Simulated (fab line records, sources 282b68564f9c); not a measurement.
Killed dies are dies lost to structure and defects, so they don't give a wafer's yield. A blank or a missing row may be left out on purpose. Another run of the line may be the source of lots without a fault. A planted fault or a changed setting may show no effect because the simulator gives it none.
A lot that was struck, set against a sound lot / flow rit cmos / 39 out of 202 route steps
Sound: the wafers L419.2, L419.5, L419.6. The struck wafers were L427.1, L427.2, L427.5. At the end, the cause is stated.
At each step with rows: each side's tool, then ch and its chambers, then its first start. Under that, the readings that differ: sound wafers / struck wafers / difference of the means / sigmas: that difference in standard deviations of wafers without a fault.
alike: readings whose means differ by less than 2 such deviations, and words and numbers that are the same on both sides. not compared: withheld readings, readings that some wafer has no value for, bounds like >300 that may hide the same value, and numbers for which the record gives no deviation and whose values overlap.
Wherever a step has rows on one side only, a row that says differs or no value, or a row with sigmas, the two part there. Numbers that have no deviation but don't overlap get no sigmas and don't part them. Lack of a reading on every wafer of one side parts them only where that side has two or more wafers.

first, 3 steps without rows for these wafers: RIT_GATE_EXPOSE_13 (exposes mask M6, target cd 150 nm); RIT_GATE_PEB_14; RIT_GATE_DEVELOP_15 (develop time 50 s).
RIT_GATE_CD_MEAS_16 targets a cd of 150 nm.
  sound on cd sem-01 at day 2 19:27; struck on cd sem-02 at day 4 13:52
  alike: cd nm
RIT_GATE_OVL_MEAS_17:
  sound on overlay-02 at day 2 19:34; struck on overlay-01 at day 4 13:59
  alike: GATE_OVL
then, 1 step without rows for these wafers: RIT_GATE_HARDBAKE_18 (time 60 s).
RIT_GATE_ETCH_19: etches poly-Si in SF6/CHF3/O2, stops on SiO2, time 165 s, target depth 312.5 nm.
  sound on rie si-02 ch 2,3, day 2 19:44; struck on rie si-02 ch 1,2, day 4 14:11
  alike: drypump motor current A, oes product au, throttle valve pct
  not compared: rf hours counter h
RIT_GATE_STRIP_20: strips in O2, time 180 s.
  sound on plasma asher-01 ch 0,1, day 2 19:51; struck on plasma asher-04 ch 0,1, day 4 14:17
  alike: drypump motor current A
  not compared: rf hours counter h
RIT_GATE_CD_MEAS_90 targets a cd of 150 nm.
  sound on cd sem-02 at day 2 20:02; struck on cd sem-01 at day 4 14:28
  alike: cd nm
then, 3 steps without rows for these wafers: RIT_REOX_CLEAN_00 (cleans in SC1, time 600 s); RIT_REOX_CLEAN_01 (cleans in dHF, time 30 s); RIT_REOX_CLEAN_02 (cleans in SC2, time 600 s).
RIT_REOX_OXIDATION_03: target thk 25.2 nm, ox time 5580 s.
  sound on furnace-04 ch 0, day 2 20:31; struck on furnace-04 ch 0, day 4 15:45
reading=spike tc centre C (C); sound=902.5 904.5 903.2; struck=889.3 888.4 889.1; difference=-14.5; sigmas=-11
reading=spike tc load C (C); sound=927.1 927.4 928.2; struck=911.3 913.7 913.5; difference=-14.7; sigmas=-10
reading=spike tc source C (C); sound=913 914 914; struck=900 900 900; difference=-14; sigmas=-3
reading=tube center temp C (C); sound=899.92 900.1 899.96; struck=885.95 886.07 886.06; difference=-13.97; sigmas=-99 or more
reading=tube_center_temp_C_max; sound=902.1 902.6 903.2; struck=887.9 888.0 888.3; difference=-14.6; sigmas=-36
reading=model.SiO2_of_REOX_OXIDATION_03.thk nm (nm); sound=25.07 24.98 24.94; struck=22.53 22.55 22.43; difference=-2.49; sigmas=
RIT_REOX_THK_MEAS_04:
  sound on film metro-01 at day 2 23:04; struck on film metro-01 at day 4 18:18
reading=REOX_OXIDE_THK (nm); sound=25.1 24.9 25.0; struck=22.5 22.6 22.5; difference=-2.5; sigmas=-5
then, 6 steps without rows for these wafers: RIT_NLDD_HMDS_00 (prime time 60 s); RIT_NLDD_COAT_01 (resist thk 1000 nm); RIT_NLDD_SOFTBAKE_02 (time 60 s); RIT_NLDD_EXPOSE_03 (exposes mask M7, target cd 40700 nm); RIT_NLDD_PEB_04; RIT_NLDD_DEVELOP_05 (develop time 50 s).
RIT_NLDD_OVL_MEAS_06:
  sound on overlay-01 at day 2 23:59; struck on overlay-01 at day 4 19:32
  alike: NLDD_OVL
then, 2 steps without rows for these wafers: RIT_NLDD_HARDBAKE_07 (time 60 s); RIT_NLDD_IMPLANT_08.
RIT_NLDD_STRIP_09: strips in O2, time 180 s.
  sound on plasma asher-03 ch 0,1, day 3 00:19; struck on plasma asher-01 ch 0,1, day 4 19:52
  alike: drypump motor current A
  not compared: rf hours counter h
RIT_NLDD_TW_MEAS_10:
  sound on film metro-03 at day 3 00:29; struck on film metro-03 at day 4 20:02
  alike: NLDD_TW
then, 6 steps without rows for these wafers: RIT_PLDD_HMDS_00 (prime time 60 s); RIT_PLDD_COAT_01 (resist thk 1000 nm); RIT_PLDD_SOFTBAKE_02 (time 60 s); RIT_PLDD_EXPOSE_03 (exposes mask M8, target cd 40900 nm); RIT_PLDD_PEB_04; RIT_PLDD_DEVELOP_05 (develop time 50 s).
RIT_PLDD_OVL_MEAS_06:
  sound on overlay-02 at day 3 01:24; struck on overlay-01 at day 4 20:57
  alike: PLDD_OVL
then, 2 steps without rows for these wafers: RIT_PLDD_HARDBAKE_07 (time 60 s); RIT_PLDD_IMPLANT_08.
RIT_PLDD_STRIP_09: strips in O2, time 180 s.
  sound on plasma asher-02 ch 0,1, day 3 01:44; struck on plasma asher-04 ch 0,1, day 4 21:17
  alike: drypump motor current A
  not compared: rf hours counter h
RIT_PLDD_TW_MEAS_10:
  sound on film metro-04 at day 3 01:55; struck on film metro-04 at day 4 21:28
  alike: PLDD_TW
RIT_SPACER_CLEAN_00: cleans in SC1, time 600 s.
  sound on wet bench-02 ch 0, day 3 01:58; struck on wet bench-01 ch 0, day 4 21:32
reading=model.SiO2_of_REOX_OXIDATION_03.thk nm (nm); sound=23.11 23.02 22.99; struck=20.78 20.8 20.69; difference=-2.28; sigmas=
then, 1 step without rows for these wafers: RIT_SPACER_CLEAN_01 (cleans in dHF, time 30 s).
RIT_M1_PROBE_99:
  sound on prober-02 at day 3 15:37; struck on prober-01 at day 5 10:57
reading=model.etest.pmos turned.r on ohm um; sound=3238 3180 3259; struck=2944 3015 2940; difference=-259; sigmas=
reading=model.etest.pmos_0p3.r on ohm um; sound=6050 5919 5962; struck=5828 5841 5804; difference=-153; sigmas=
reading=model.etest.pmos_0p15.r on ohm um; sound=2629 2610 2659; struck=2470 2548 2441; difference=-146; sigmas=
reading=model.etest.pldd.rs ohm sq; sound=455.5 460.3 449.3; struck=392.8 389.8 390.5; difference=-64.0; sigmas=
reading=model.etest.nmos_0p3.r on ohm um; sound=2145 2113 2148; struck=2036 2080 2023; difference=-89; sigmas=
reading=model.etest.nmos_0p15.r on ohm um; sound=1147 1121 1160; struck=1037 1081 1026; difference=-95; sigmas=
reading=model.etest.nmos turned.drive ua um; sound=332.8 340.3 326.7; struck=382.9 373.8 382.8; difference=+46.6; sigmas=
reading=model.etest.nldd.rs ohm sq; sound=377.9 378.7 375.3; struck=334.6 335.2 331.3; difference=-43.6; sigmas=
  alike: killed at front end, killed dies, killed open, killed short

## WHERE THEY PART
First at RIT_REOX_OXIDATION_03; last, within this record, at RIT_REOX_THK_MEAS_04. Later steps at which nothing parts them and some readings are alike: RIT_NLDD_OVL_MEAS_06, RIT_NLDD_STRIP_09, RIT_NLDD_TW_MEAS_10, RIT_PLDD_OVL_MEAS_06, RIT_PLDD_STRIP_09, RIT_PLDD_TW_MEAS_10, RIT_M1_PROBE_99.

WHY: whatever the simulator had introduced
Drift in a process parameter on furnace-04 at RIT_REOX_OXIDATION_03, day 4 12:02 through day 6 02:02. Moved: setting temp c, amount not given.
